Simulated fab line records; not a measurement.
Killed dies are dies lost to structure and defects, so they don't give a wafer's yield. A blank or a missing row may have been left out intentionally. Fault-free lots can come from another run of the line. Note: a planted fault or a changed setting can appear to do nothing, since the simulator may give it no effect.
Split-lot experiment + flow berkeleyCmos170 + on a route of 331 steps: 5 lots, 23 wafers read

== THE SPLIT ==
At UCB170_ACTIVE_CVD_05 (deposits Si3N4 from SiH2Cl2/NH3, target thk 220 nm, time 3300 s), the setting pressureMtorr was moved away from the recipe's 200 mTorr on 20 of the 23 wafers read, by -7.1% to +13.5%. All remaining wafers had this setting at the recipe value.

There is no step in the file separating the split from the reading.

== THE READING ==
ACTIVE_NITRIDE_THK at UCB170_ACTIVE_THK_MEAS_06, in nm. Fault-free wafers of this fab line usually give 218.6 nm, standard deviation 2.1 nm.

| wafer  | tool, chamber at the split | pressureMtorr as run, mTorr | against the recipe | ACTIVE_NITRIDE_THK, nm | against lot-mates on the recipe |
|--------|----------------------------|-----------------------------|--------------------|------------------------|---------------------------------|
| L076.1 | -, -                       | 209.2                       | +4.6%              | 222.0                  | no lot-mate on the recipe       |
| L076.2 | -, -                       | 209.2                       | +4.6%              | 221.6                  | no lot-mate on the recipe       |
| L076.3 | -, -                       | 209.2                       | +4.6%              | 221.3                  | no lot-mate on the recipe       |
| L076.4 | -, -                       | 209.2                       | +4.6%              | 220.5                  | no lot-mate on the recipe       |
| L076.5 | -, -                       | 209.2                       | +4.6%              | 221.9                  | no lot-mate on the recipe       |
| L079.1 | -, -                       | 188.4                       | -5.8%              | 213.3                  | no lot-mate on the recipe       |
| L079.3 | -, -                       | 188.4                       | -5.8%              | 213.4                  | no lot-mate on the recipe       |
| L079.4 | -, -                       | 188.4                       | -5.8%              | 213.7                  | no lot-mate on the recipe       |
| L079.5 | -, -                       | 188.4                       | -5.8%              | 213.8                  | no lot-mate on the recipe       |
| L079.6 | -, -                       | 188.4                       | -5.8%              | 214.8                  | no lot-mate on the recipe       |
| L078.1 | lpcvd-02, 0                | 200                         | recipe             | 220.4                  | -                               |
| L078.3 | lpcvd-02, 0                | 200                         | recipe             | 219.5                  | -                               |
| L078.6 | lpcvd-02, 0                | 200                         | recipe             | 218.7                  | -                               |
| L082.1 | -, -                       | 227                         | +13.5%             | 225.9                  | no lot-mate on the recipe       |
| L082.2 | -, -                       | 227                         | +13.5%             | 224.3                  | no lot-mate on the recipe       |
| L082.3 | -, -                       | 227                         | +13.5%             | 227.4                  | no lot-mate on the recipe       |
| L082.4 | -, -                       | 227                         | +13.5%             | 226.4                  | no lot-mate on the recipe       |
| L082.5 | -, -                       | 227                         | +13.5%             | 223.5                  | no lot-mate on the recipe       |
| L085.1 | -, -                       | 185.8                       | -7.1%              | 213.5                  | no lot-mate on the recipe       |
| L085.2 | -, -                       | 185.8                       | -7.1%              | 213.7                  | no lot-mate on the recipe       |
| L085.3 | -, -                       | 185.8                       | -7.1%              | 214.5                  | no lot-mate on the recipe       |
| L085.4 | -, -                       | 185.8                       | -7.1%              | 213.8                  | no lot-mate on the recipe       |
| L085.5 | -, -                       | 185.8                       | -7.1%              | 211.8                  | no lot-mate on the recipe       |

THE FIT
A straight line over all 23 wafers: ACTIVE_NITRIDE_THK changes by +0.604 nm for each +1% of pressureMtorr; r = +0.97; the points scatter about the line by 1.2 nm.
Too few moved wafers with a lot-mate on the recipe to fit a line net of each lot's own level.

== THE WHOLE CHAIN: every reading that the file lists as answering this split, in the file's order ==
| step                      | what it does                                                    | reading                                                                       | change (the file's fit)               | r (the file's) |
|---------------------------|-----------------------------------------------------------------|-------------------------------------------------------------------------------|---------------------------------------|----------------|
| UCB170_ACTIVE_CVD_05      | deposits Si3N4 from SiH2Cl2/NH3, target thk 220 nm, time 3300 s | Si3N4_of_ACTIVE_CVD_05.thkNm (the simulator's own value, which no gauge read) | +0.608 nm for each +1% of the setting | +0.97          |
| UCB170_ACTIVE_THK_MEAS_06 |                                                                 | ACTIVE_NITRIDE_THK                                                            | +0.605 for each +1% of the setting    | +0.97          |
| UCB170_FIELD_OXIDATION_01 | target thk 558.3 nm, ox time 7200 s                             | Si3N4_of_ACTIVE_CVD_05.thkNm (the simulator's own value, which no gauge read) | +0.542 nm for each +1% of the setting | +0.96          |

== THE FILE'S OWN FIT ==
ACTIVE_NITRIDE_THK changes by +0.605 nm for each +1% of pressureMtorr, r = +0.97.
